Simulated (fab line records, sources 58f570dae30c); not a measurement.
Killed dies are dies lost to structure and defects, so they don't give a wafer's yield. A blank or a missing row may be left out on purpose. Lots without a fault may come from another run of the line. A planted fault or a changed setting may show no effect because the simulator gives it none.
A struck lot beside a sound one | flow berkeley_cmos170 | 44 steps out of a route of 331
Sound: wafers L437.1, L437.4, L437.5. Struck: wafers L444.2, L444.3, L444.4. The cause comes at the end.
At each step with rows: each side's tool, then ch and its chambers, then its first start. Under that, the readings that differ: sound wafers | struck wafers | difference of the means | sigmas: that difference in standard deviations of wafers without a fault.
alike: readings whose means differ by less than 2 such deviations, and words and numbers that are the same on both sides. not compared: withheld readings, readings that some wafer has no value for, bounds like >300 that may hide the same value, and numbers for which the record gives no deviation and whose values overlap.
The two part at a step that has a row with sigmas, a row that says differs or no value, or rows on one side only. Numbers that don't overlap but have no deviation are shown without sigmas and don't part them. A reading that every wafer of one side lacks parts them only if that side has two wafers or more.

first, 7 steps without rows for these wafers: UCB170_ACTIVE_CLEAN_17 (cleans in SPM, time 600 s); UCB170_PFIELD_HMDS_00 (prime time 60 s); UCB170_PFIELD_COAT_01 (resist thk 900 nm); UCB170_PFIELD_SOFTBAKE_02 (time 60 s); UCB170_PFIELD_EXPOSE_03 (exposes mask PFIELD, target cd 1500 nm); UCB170_PFIELD_PEB_04; UCB170_PFIELD_DEVELOP_05 (develop time 45 s).
UCB170_PFIELD_OVL_MEAS_06:
  sound on overlay-02, day 7 17:30; struck on overlay-02, day 8 12:01
  alike: PFIELD_OVL
then, 1 step without rows for these wafers: UCB170_PFIELD_IMPLANT_07.
UCB170_PFIELD_STRIP_08: strips in O2.
  sound on plasma_asher-02 ch 0, day 7 17:41; struck on plasma_asher-02 ch 0,1, day 8 12:12
  alike: drypump_motor_current_A, oes_product_au, strip_time_to_endpoint_s
  not compared: rf_hours_counter_h
UCB170_PFIELD_TW_MEAS_09:
  sound on film_metro-04, day 7 17:47; struck on film_metro-01, day 8 12:19
  reading   | sound       | struck      | difference | sigmas
  PFIELD_TW | 599 593 596 | 601 604 607 | +8         | +2
then, 1 step without rows for these wafers: UCB170_FIELD_CLEAN_00 (cleans in dHF, time 7.5 s).
UCB170_FIELD_OXIDATION_01: target thk 558.3 nm, ox time 7200 s.
  sound on furnace-02 ch 0, day 7 22:02; struck on furnace-02 ch 0, day 8 19:08
UCB170_FIELD_THK_MEAS_02:
  sound on film_metro-01, day 8 01:02; struck on film_metro-02, day 8 22:08
  reading              | sound       | struck      | difference | sigmas
  FIELD_OXIDE_THK (nm) | 560 561 562 | 849 852 842 | +287       | +30
then, 1 step without rows for these wafers: UCB170_FIELD_ANNEAL_03 (time 1200 s).
UCB170_FIELD_WET_ETCH_04: etches SiO2 in dHF, time 60 s.
  sound on wet_bench-03 ch 0, day 8 05:07; struck on wet_bench-03 ch 0, day 8 23:38
  reading                                      | sound             | struck            | difference | sigmas
  model.SiO2_of_FIELD_OXIDATION_01.thk_nm (nm) | 526.1 527.8 529.3 | 815.7 818.4 809.9 | +286.9     |
then, 1 step without rows for these wafers: UCB170_FIELD_WET_ETCH_05 (etches Si3N4 in H3PO4, time 12600 s).
UCB170_FIELD_WET_ETCH_06: etches SiO2 in BOE, time 22 s.
  sound on wet_bench-02 ch 1, day 8 08:38; struck on wet_bench-04 ch 3, day 9 03:10
  reading                                      | sound             | struck            | difference | sigmas
  model.SiO2_of_FIELD_OXIDATION_01.thk_nm (nm) | 443.3 444.6 446.3 | 731.1 733.9 725.4 | +285.4     |
UCB170_FIELD_THK_MEAS_90:
  sound on film_metro-01, day 8 08:40; struck on film_metro-01, day 9 03:11
  reading                     | sound       | struck      | difference | sigmas
  FIELD_OXIDE_LEFT_1_THK (nm) | 443 445 446 | 731 734 725 | +285       | +30
then, 2 steps without rows for these wafers: UCB170_SACOX_CLEAN_00 (cleans in dHF, time 7.5 s); UCB170_SACOX_OXIDATION_01 (target thk 14.4 nm, ox time 2400 s).
UCB170_SACOX_THK_MEAS_02:
  sound on film_metro-02, day 8 14:49; struck on film_metro-03, day 9 08:58
  alike: SACOX_OXIDE_THK
then, 2 steps without rows for these wafers: UCB170_SCREENOX_WET_ETCH_00 (etches SiO2 in dHF, time 195.1 s); UCB170_SCREENOX_OXIDATION_01 (target thk 14.4 nm, ox time 2400 s).
UCB170_SCREENOX_THK_MEAS_02:
  sound on film_metro-02, day 8 20:47; struck on film_metro-04, day 9 14:51
  alike: SCREENOX_OXIDE_THK
then, 7 steps without rows for these wafers: UCB170_SCREENOX_ANNEAL_03 (time 900 s); UCB170_NVT_HMDS_00 (prime time 60 s); UCB170_NVT_COAT_01 (resist thk 900 nm); UCB170_NVT_SOFTBAKE_02 (time 60 s); UCB170_NVT_EXPOSE_03 (exposes mask PWELL, target cd 3000 nm); UCB170_NVT_PEB_04; UCB170_NVT_DEVELOP_05 (develop time 45 s).
UCB170_NVT_OVL_MEAS_06:
  sound on overlay-01, day 9 01:50; struck on overlay-02, day 10 00:26
  alike: NVT_OVL
then, 1 step without rows for these wafers: UCB170_NVT_IMPLANT_07.
UCB170_NVT_STRIP_08: strips in O2.
  sound on plasma_asher-03 ch 0,1, day 9 02:01; struck on plasma_asher-03 ch 0,1, day 10 00:37
  reading                      | sound             | struck            | difference | sigmas
  strip_time_to_endpoint_s (s) | 21.72 21.70 21.74 | 21.54 21.57 21.53 | -0.17      | -3
  alike: drypump_motor_current_A, oes_product_au
  not compared: rf_hours_counter_h
UCB170_NVT_TW_MEAS_09:
  sound on film_metro-04, day 9 02:07; struck on film_metro-03, day 10 00:43
  alike: NVT_TW
then, 6 steps without rows for these wafers: UCB170_NVT_CLEAN_10 (cleans in SPM, time 600 s); UCB170_PVT_HMDS_00 (prime time 60 s); UCB170_PVT_COAT_01 (resist thk 900 nm); UCB170_PVT_SOFTBAKE_02 (time 60 s); UCB170_PVT_EXPOSE_03 (exposes mask NWELL, target cd 3000 nm); UCB170_PVT_PEB_04.
UCB170_FIELD_THK_MEAS_91:
  sound on film_metro-01, day 9 04:55; struck on film_metro-04, day 10 02:59
  reading                     | sound       | struck      | difference | sigmas
  FIELD_OXIDE_LEFT_2_THK (nm) | 357 358 360 | 644 646 637 | +284       | +29
UCB170_M3_PROBE_99:
  the record has rows for the sound wafers here (prober-02, day 11 12:34) and none for the struck ones

WHERE THEY PART
First at UCB170_PFIELD_TW_MEAS_09; last, within this record, at UCB170_M3_PROBE_99.

WHY: what the simulator had put in
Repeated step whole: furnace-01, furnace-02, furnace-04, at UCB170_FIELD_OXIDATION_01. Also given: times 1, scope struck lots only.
